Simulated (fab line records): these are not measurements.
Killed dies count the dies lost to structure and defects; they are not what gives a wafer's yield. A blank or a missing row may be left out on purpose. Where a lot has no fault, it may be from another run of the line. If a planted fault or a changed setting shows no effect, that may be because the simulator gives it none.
Check for tools in common :: flow rit cmos :: Lots sampled 14, wafers sampled 41

REASON FOR OPENING
Of 14 lots, 2 have the reading ACTIVE_OXIDE_THK flagged at RIT_ACTIVE_THK_MEAS_02. Fault-free wafers read 45.5 nm, with a standard deviation of 0.98.
Rule: a lot is flagged when every wafer of it that has a number lies more than 4 standard deviations from that mean, or none has a number. As for the other lots, they are considered sound.

lot: L765
measured: day 1 12:05
on: film metro-03
ACTIVE_OXIDE_THK (nm), wafer by wafer: 46.2 46.2 46.0
flag: 

lot: L766
measured: day 1 17:07
on: film metro-02
ACTIVE_OXIDE_THK (nm), wafer by wafer: 44.5 43.8 44.0
flag: 

lot: L767
measured: day 1 22:04
on: film metro-01
ACTIVE_OXIDE_THK (nm), wafer by wafer: 44.7 44.5 44.4
flag: 

lot: L768
measured: day 2 03:05
on: film metro-03
ACTIVE_OXIDE_THK (nm), wafer by wafer: 44.6 44.1 44.8
flag: 

lot: L769
measured: day 2 08:05
on: film metro-01
ACTIVE_OXIDE_THK (nm), wafer by wafer: 44.7 43.9 44.7
flag: 

lot: L770
measured: day 2 13:04
on: film metro-01
ACTIVE_OXIDE_THK (nm), wafer by wafer: 36.9 36.3 37.2
flag: FLAGGED

lot: L771
measured: day 2 18:03
on: film metro-03
ACTIVE_OXIDE_THK (nm), wafer by wafer: 46.4 45.0 46.2
flag: 

lot: L776
measured: day 3 19:05
on: film metro-02
ACTIVE_OXIDE_THK (nm), wafer by wafer: 40.1 38.7
flag: FLAGGED

lot: L779
measured: day 4 10:04
on: film metro-02
ACTIVE_OXIDE_THK (nm), wafer by wafer: 46.4 46.0 45.6
flag: 

lot: L780
measured: day 4 15:03
on: film metro-03
ACTIVE_OXIDE_THK (nm), wafer by wafer: 46.2 46.1 45.4
flag: 

lot: L783
measured: day 5 06:04
on: film metro-03
ACTIVE_OXIDE_THK (nm), wafer by wafer: 47.6 46.2 46.5
flag: 

lot: L786
measured: day 5 22:02
on: film metro-02
ACTIVE_OXIDE_THK (nm), wafer by wafer: 44.3 44.3 45.0
flag: 

lot: L787
measured: day 6 02:04
on: film metro-01
ACTIVE_OXIDE_THK (nm), wafer by wafer: 45.6 45.3 46.3
flag: 

lot: L788
measured: day 6 07:04
on: film metro-02
ACTIVE_OXIDE_THK (nm), wafer by wafer: 46.2 46.6 46.2
flag: 
The numbers of the flagged lots are 37.8 nm on average: -7.7 nm against the usual, or -8 standard deviations.

TOOL THAT RAN EACH LOT
The record keeps 1 process step preceding the reading, out of 202 steps on the route. Cell contents, in order: the tool; ch with the chambers the sampled wafers went through; the start.
lot: L765
flag: 
RIT_ACTIVE_OXIDATION_01: furnace-04 ch 0, day 1 10:07

lot: L766
flag: 
RIT_ACTIVE_OXIDATION_01: furnace-03 ch 0, day 1 15:10

lot: L767
flag: 
RIT_ACTIVE_OXIDATION_01: furnace-04 ch 0, day 1 20:07

lot: L768
flag: 
RIT_ACTIVE_OXIDATION_01: furnace-01 ch 0, day 2 01:07

lot: L769
flag: 
RIT_ACTIVE_OXIDATION_01: furnace-01 ch 0, day 2 06:07

lot: L770
flag: FLAGGED
RIT_ACTIVE_OXIDATION_01: furnace-01 ch 0, day 2 11:07

lot: L771
flag: 
RIT_ACTIVE_OXIDATION_01: furnace-04 ch 0, day 2 16:07

lot: L776
flag: FLAGGED
RIT_ACTIVE_OXIDATION_01: furnace-01 ch 0, day 3 17:07

lot: L779
flag: 
RIT_ACTIVE_OXIDATION_01: furnace-04 ch 0, day 4 08:07

lot: L780
flag: 
RIT_ACTIVE_OXIDATION_01: furnace-04 ch 0, day 4 13:07

lot: L783
flag: 
RIT_ACTIVE_OXIDATION_01: furnace-04 ch 0, day 5 04:07

lot: L786
flag: 
RIT_ACTIVE_OXIDATION_01: furnace-03 ch 0, day 5 20:05

lot: L787
flag: 
RIT_ACTIVE_OXIDATION_01: furnace-04 ch 0, day 6 00:07

lot: L788
flag: 
RIT_ACTIVE_OXIDATION_01: furnace-04 ch 0, day 6 05:07
What these steps do:
- RIT_ACTIVE_OXIDATION_01: target thk 46.8 nm, ox time 3202 s.
- RIT_ACTIVE_THK_MEAS_02

FLAGGED AGAINST TOTAL, ONE TOOL AT A TIME (gauges that did the reading follow at the end)
step: RIT_ACTIVE_OXIDATION_01
tool: furnace-01
lots run: 4
flagged: 2
share of the flagged lots: all
sound lots run after its first flagged lot: 0

step: RIT_ACTIVE_OXIDATION_01
tool: furnace-03
lots run: 2
flagged: 0
share of the flagged lots: none
sound lots run after its first flagged lot: -

step: RIT_ACTIVE_OXIDATION_01
tool: furnace-04
lots run: 8
flagged: 0
share of the flagged lots: none
sound lots run after its first flagged lot: -

step: RIT_ACTIVE_THK_MEAS_02
tool: film metro-01
lots run: 4
flagged: 1
share of the flagged lots: some
sound lots run after its first flagged lot: 1 (L787)

step: RIT_ACTIVE_THK_MEAS_02
tool: film metro-02
lots run: 5
flagged: 1
share of the flagged lots: some
sound lots run after its first flagged lot: 3 (L779,L786,L788)

step: RIT_ACTIVE_THK_MEAS_02
tool: film metro-03
lots run: 5
flagged: 0
share of the flagged lots: none
sound lots run after its first flagged lot: -

WHAT THE TABLE PERMITS
In the table, 1 row covers all flagged lots: furnace-01 at RIT_ACTIVE_OXIDATION_01.
- furnace-01 at RIT_ACTIVE_OXIDATION_01 ran 4 lots, 2 of them flagged. It ran its last sound lot, L769, at day 2 06:07 and its first flagged lot, L770, at day 2 11:07: a fault with its onset between the two fits.
furnace-01 at RIT_ACTIVE_OXIDATION_01 is the single tool remaining.

WHAT WAS PUT IN BY THE SIMULATOR
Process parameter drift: furnace-01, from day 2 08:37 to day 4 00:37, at RIT_ACTIVE_OXIDATION_01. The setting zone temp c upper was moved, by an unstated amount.
Struck lots among those shown: L770, L776. The rule above found the same.
